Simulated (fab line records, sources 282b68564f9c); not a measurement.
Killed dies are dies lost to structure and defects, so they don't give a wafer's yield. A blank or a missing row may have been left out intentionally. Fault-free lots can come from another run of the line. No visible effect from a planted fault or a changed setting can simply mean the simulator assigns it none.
Split-lot experiment | flow rit cmos | 5 lots, 23 wafers read, on a route of 202 steps

SPLIT DETAILS
At RIT_ACTIVE_CVD_03 (deposits Si3N4 from SiH2Cl2/NH3, target thk 150 nm, time 1500 s), the setting temp c was moved away from the recipe's 810 C on 20 of the 23 wafers read, by -1.2% to +2.9%. The other wafers ran this setting at the recipe's value.

FROM THE SPLIT TO THE READING: what the file shows between them, 6 steps
- RIT_ACTIVE_THK_MEAS_04
- RIT_ACTIVE_COAT_06: resist thk 1000 nm (also split here: spin rpm)
- RIT_ACTIVE_SOFTBAKE_07: time 60 s
- RIT_ACTIVE_EXPOSE_08: exposes mask M1, target cd 1400 nm
- RIT_ACTIVE_DEVELOP_10: develop time 48.2 s
- RIT_ACTIVE_HARDBAKE_12: time 60 s

THE READING
oes product au, in a.u., at RIT_ACTIVE_ETCH_13 (etches Si3N4 in SF6, stops on SiO2, time 210 s, target depth 210 nm). Typical for fault-free wafers on this fab line: 0.821 a.u., with standard deviation 0.01 a.u.

wafer  | tool, chamber at the split | temp c as run, C | against the recipe | oes product au, a.u. | against lot-mates on the recipe
L074.1 | -, -                       | 833.2            | +2.9%              | 1.012                | no lot-mate on the recipe
L074.2 | -, -                       | 833.2            | +2.9%              | 1.013                | no lot-mate on the recipe
L074.3 | -, -                       | 833.2            | +2.9%              | 0.992                | no lot-mate on the recipe
L074.4 | -, -                       | 833.2            | +2.9%              | 1.011                | no lot-mate on the recipe
L074.6 | -, -                       | 833.2            | +2.9%              | 0.987                | no lot-mate on the recipe
L076.1 | -, -                       | 800.1            | -1.2%              | 0.750                | no lot-mate on the recipe
L076.2 | -, -                       | 800.1            | -1.2%              | 0.748                | no lot-mate on the recipe
L076.3 | -, -                       | 800.1            | -1.2%              | 0.761                | no lot-mate on the recipe
L076.5 | -, -                       | 800.1            | -1.2%              | 0.763                | no lot-mate on the recipe
L076.6 | -, -                       | 800.1            | -1.2%              | 0.741                | no lot-mate on the recipe
L080.2 | lpcvd-02, 0                | 810              | recipe             | 0.810                | -
L080.3 | lpcvd-02, 0                | 810              | recipe             | 0.797                | -
L080.6 | lpcvd-02, 0                | 810              | recipe             | 0.809                | -
L083.1 | -, -                       | 824              | +1.7%              | 0.952                | no lot-mate on the recipe
L083.2 | -, -                       | 824              | +1.7%              | 0.964                | no lot-mate on the recipe
L083.3 | -, -                       | 824              | +1.7%              | 0.956                | no lot-mate on the recipe
L083.5 | -, -                       | 824              | +1.7%              | 0.957                | no lot-mate on the recipe
L083.6 | -, -                       | 824              | +1.7%              | 0.959                | no lot-mate on the recipe
L084.2 | -, -                       | 818.1            | +1.0%              | 0.894                | no lot-mate on the recipe
L084.3 | -, -                       | 818.1            | +1.0%              | 0.905                | no lot-mate on the recipe
L084.4 | -, -                       | 818.1            | +1.0%              | 0.891                | no lot-mate on the recipe
L084.5 | -, -                       | 818.1            | +1.0%              | 0.893                | no lot-mate on the recipe
L084.6 | -, -                       | 818.1            | +1.0%              | 0.893                | no lot-mate on the recipe

THE FIT
A straight line over all 23 wafers: oes product au changes by +0.0646 a.u. for each +1% of temp c; r = +0.99; the points scatter about the line by 0.015 a.u.
Too few moved wafers with a lot-mate on the recipe to fit a line net of each lot's own level.

THE WHOLE CHAIN: every reading that the file lists as answering this split, in the file's order
step                   | what it does                                                        | reading                                                                        | change (the file's fit)                  | r (the file's)
RIT_ACTIVE_CVD_03      | deposits Si3N4 from SiH2Cl2/NH3, target thk 150 nm, time 1500 s     | Si3N4_of_ACTIVE_CVD_03.thk nm (the simulator's own value, which no gauge read) | +24.4 nm for each +1% of the setting     | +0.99
RIT_ACTIVE_THK_MEAS_04 |                                                                     | ACTIVE_NITRIDE_THK                                                             | +24.4 for each +1% of the setting        | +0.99
RIT_ACTIVE_ETCH_13     | etches Si3N4 in SF6, stops on SiO2, time 210 s, target depth 210 nm | oes product au                                                                 | +0.0645 a.u. for each +1% of the setting | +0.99
RIT_ACTIVE_ETCH_13     | etches Si3N4 in SF6, stops on SiO2, time 210 s, target depth 210 nm | ACTIVE.feature depth nm (the simulator's own value, which no gauge read)       | +21.2 nm for each +1% of the setting     | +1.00
RIT_ACTIVE_ETCH_13     | etches Si3N4 in SF6, stops on SiO2, time 210 s, target depth 210 nm | etch.depth nm (the simulator's own value, which no gauge read)                 | +21.6 nm for each +1% of the setting     | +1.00
RIT_FOX1_WET_ETCH_02   | etches SiO2 in BOE, target depth 350 nm, time 390 s                 | Si3N4_of_ACTIVE_CVD_03.thk nm (the simulator's own value, which no gauge read) | +24.7 nm for each +1% of the setting     | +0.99
RIT_M1_PROBE_99        |                                                                     | etest.pmos_0p3.r on ohm um (the simulator's own value, which no gauge read)    | +502 for each +1% of the setting         | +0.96

FILE'S OWN FIT
oes product au changes by +0.0645 a.u. for each +1% of temp c, r = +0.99.
